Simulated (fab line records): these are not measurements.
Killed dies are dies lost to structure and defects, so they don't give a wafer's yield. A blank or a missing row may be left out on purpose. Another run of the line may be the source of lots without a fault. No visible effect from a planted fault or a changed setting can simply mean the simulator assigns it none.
Which tool did it? | flow rit cmos | 39 wafers from 13 lots sampled at 5 of the route's 202 steps

WHAT THE GAUGES READ, wafer by wafer
RIT_NRETRO_TW_MEAS_10.
lot  | measured    | on            | NRETRO_TW
L179 | day 2 12:28 | film metro-01 | 1049 1054 1044
L182 | day 3 04:41 | film metro-03 | 1043 1039 1037
L183 | day 3 08:55 | film metro-02 | 1043 1046 1047
L184 | day 3 14:20 | film metro-01 | 1052 1059 1054
L185 | day 3 18:34 | film metro-02 | 1044 1045 1047
L186 | day 3 22:23 | film metro-03 | 1041 1042 1040
L188 | day 4 08:13 | film metro-03 | 1046 1038 1047
L189 | day 4 14:42 | film metro-03 | 1044 1039 1045
L191 | day 5 01:03 | film metro-02 | 1054 1055 1057
L192 | day 5 05:26 | film metro-02 | 1060 1050 1062
L193 | day 5 11:10 | film metro-02 | 31 31 31 31 31 31
L198 | day 6 11:23 | film metro-03 | 1043 1041 1036
L201 | day 7 04:25 | film metro-01 | 1061 1058 1058

RIT_CONTACT_CD_MEAS_08: target cd 1000 nm.
lot  | measured    | on        | cd nm (nm)
L179 | day 3 10:22 | cd sem-01 | 1001.2 1000.5 998.7
L182 | day 4 01:56 | cd sem-01 | 999.7 999.1 999.2
L183 | day 4 09:11 | cd sem-01 | 997.5 998.8 999.6
L184 | day 4 11:44 | cd sem-01 | 1000.3 1000.9 1000.9
L185 | day 4 16:33 | cd sem-01 | 997.2 996.2 997.7
L186 | day 4 21:34 | cd sem-01 | 1003.3 1004.7 1003.0
L188 | day 5 06:32 | cd sem-01 | 998.2 998.5 996.5
L189 | day 5 15:43 | cd sem-01 | 1001.9 1001.2 998.6
L191 | day 6 02:42 | cd sem-01 | 1001.5 1002.0 1001.5
L192 | day 6 05:33 | cd sem-01 | 996.5 996.9 996.7
L198 | day 7 10:32 | cd sem-02 | 998.7 998.5 1000.4
L201 | day 8 04:40 | cd sem-02 | 1002.5 1001.4 1000.2

RIT_M1_BOW_MEAS_16.
lot  | measured    | on            | M1_BOW (um)
L179 | day 3 15:34 | film metro-01 | 16 21 12
L182 | day 4 06:59 | film metro-01 | 8 8 13
L183 | day 4 14:28 | film metro-01 | 6 11 11
L184 | day 4 20:00 | film metro-02 | 19 13 8
L185 | day 4 21:52 | film metro-03 | 15 21 14
L186 | day 5 02:49 | film metro-01 | 14 20 7
L188 | day 5 11:55 | film metro-01 | 13 20 17
L189 | day 5 21:01 | film metro-01 | 21 8 29
L191 | day 6 07:56 | film metro-02 | 21 36 27
L192 | day 6 10:51 | film metro-01 | 19 6 26
L198 | day 7 15:52 | film metro-03 | 14 14 17
L201 | day 8 10:47 | film metro-03 | 19 9 18

WHAT TOOL EACH LOT RAN ON (gives the tool, then ch and the chambers of the sampled wafers, and finally the start)
lot  | RIT_NWELL_STRIP_09                  | RIT_SILICIDE_SPUTTER_01
L179 | plasma asher-01 ch 0,1, day 2 03:34 | pvd sputter-03, day 3 08:37
L182 | plasma asher-03 ch 0,1, day 2 18:56 | pvd sputter-02, day 4 00:20
L183 | plasma asher-01 ch 0,1, day 3 00:04 | pvd sputter-03, day 4 07:34
L184 | plasma asher-03 ch 0,1, day 3 05:16 | pvd sputter-02, day 4 10:00
L185 | plasma asher-04 ch 0,1, day 3 09:05 | pvd sputter-03, day 4 14:47
L186 | plasma asher-04 ch 0,1, day 3 13:38 | pvd sputter-04, day 4 19:45
L188 | plasma asher-04 ch 0,1, day 3 23:23 | pvd sputter-04, day 5 04:53
L189 | plasma asher-03 ch 0,1, day 4 05:13 | pvd sputter-03, day 5 14:01
L191 | plasma asher-01 ch 0,1, day 4 15:40 | pvd sputter-02, day 6 00:59
L192 | plasma asher-03 ch 0,1, day 4 20:35 | pvd sputter-04, day 6 03:49
L193 | plasma asher-01 ch 0,1, day 5 00:38 | -
L198 | plasma asher-03 ch 0,1, day 6 02:29 | pvd sputter-03, day 7 08:55
L201 | plasma asher-04 ch 0,1, day 6 18:22 | pvd sputter-02, day 8 03:04
- RIT_NWELL_STRIP_09: strips in O2, time 180 s.
- RIT_SILICIDE_SPUTTER_01: material Ti, target thk 30 nm, time 240 s.

AS READ BY THE TOOLS THEMSELVES (means over the sampled wafers that have a number; for cases with no such wafer, the mark the record gives instead)
RIT_NWELL_STRIP_09.
lot  | tool            | drypump motor current A (A) | run length s (s)
L179 | plasma asher-01 | 6.2                         | 208.6
L182 | plasma asher-03 | 5.7                         | 207.8
L183 | plasma asher-01 | 6.4                         | 208.4
L184 | plasma asher-03 | 5.8                         | 207.9
L185 | plasma asher-04 | 5.5                         | 208.6
L186 | plasma asher-04 | 5.7                         | 208.6
L188 | plasma asher-04 | 5.4                         | 208.4
L189 | plasma asher-03 | 5.4                         | 207.9
L191 | plasma asher-01 | 6.4                         | 208.6
L192 | plasma asher-03 | 5.8                         | 207.7
L193 | plasma asher-01 | 6.4                         | 72.2
L198 | plasma asher-03 | 5.8                         | 207.7
L201 | plasma asher-04 | 5.4                         | 208.4

RIT_SILICIDE_SPUTTER_01.
lot  | tool           | throttle valve pct (%)
L179 | pvd sputter-03 | 29.9
L182 | pvd sputter-02 | 29.1
L183 | pvd sputter-03 | 30.1
L184 | pvd sputter-02 | 29.8
L185 | pvd sputter-03 | 30.8
L186 | pvd sputter-04 | 29.7
L188 | pvd sputter-04 | 30.0
L189 | pvd sputter-03 | 29.8
L191 | pvd sputter-02 | 29.4
L192 | pvd sputter-04 | 30.1
L198 | pvd sputter-03 | 30.3
L201 | pvd sputter-02 | 29.7

THE ANSWER, worked out from the rows above alone
Rule: usual is defined by the lots themselves. Put in order of their means at a reading, lots are off if they are a third of the lots or fewer, leave a main group of 4 or more, and stand apart from it by a gap of 3 or more times the standard deviation of the main group's means; of several such gaps the widest counts. The tables above print the reading to a certain number of digits; a main group whose means all agree to those digits is not used. A lot without any number at a reading at which 4 lots or more have one is off too. Any other lot the step has rows for is counted as sound. After the gauges, taken in route order, come the tools' own readings; for these a lot's mean is taken, as printed above. The first step at which some lot is off is used, and at that step the reading that is off furthest; a lot without a number counts as furthest.
Off: at RIT_NRETRO_TW_MEAS_10 (NRETRO_TW), L193. For the main group the mean is 1048 and the standard deviation 6.8.
A tool fits if, at a process step before that reading, it ran every lot that is off, and no sound lot after the first of them. Not tried: the gauges at RIT_NRETRO_TW_MEAS_10; whatever is off there is also off at RIT_NWELL_STRIP_09, on other tools, and gauge error can't account for it. One fits: plasma asher-01 at RIT_NWELL_STRIP_09. A fault onset in the window from L191 (day 4 15:40, its last sound lot) to L193 (day 5 00:38, its first lot off) fits.
The tool's own readings at RIT_NWELL_STRIP_09 bear it out: on the lots that are off they differ by more than 5 times the standard deviation of the sound lots' means. run length s reads 72.2 s there against 208.2 s on the sound lots.

WHAT THE SIMULATOR HAD PUT IN
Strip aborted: plasma asher-01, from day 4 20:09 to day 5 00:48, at RIT_NWELL_STRIP_09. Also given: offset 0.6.
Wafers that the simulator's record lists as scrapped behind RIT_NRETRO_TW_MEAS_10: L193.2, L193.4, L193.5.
Struck lots among those shown: L193. The rule given above showed the same thing.
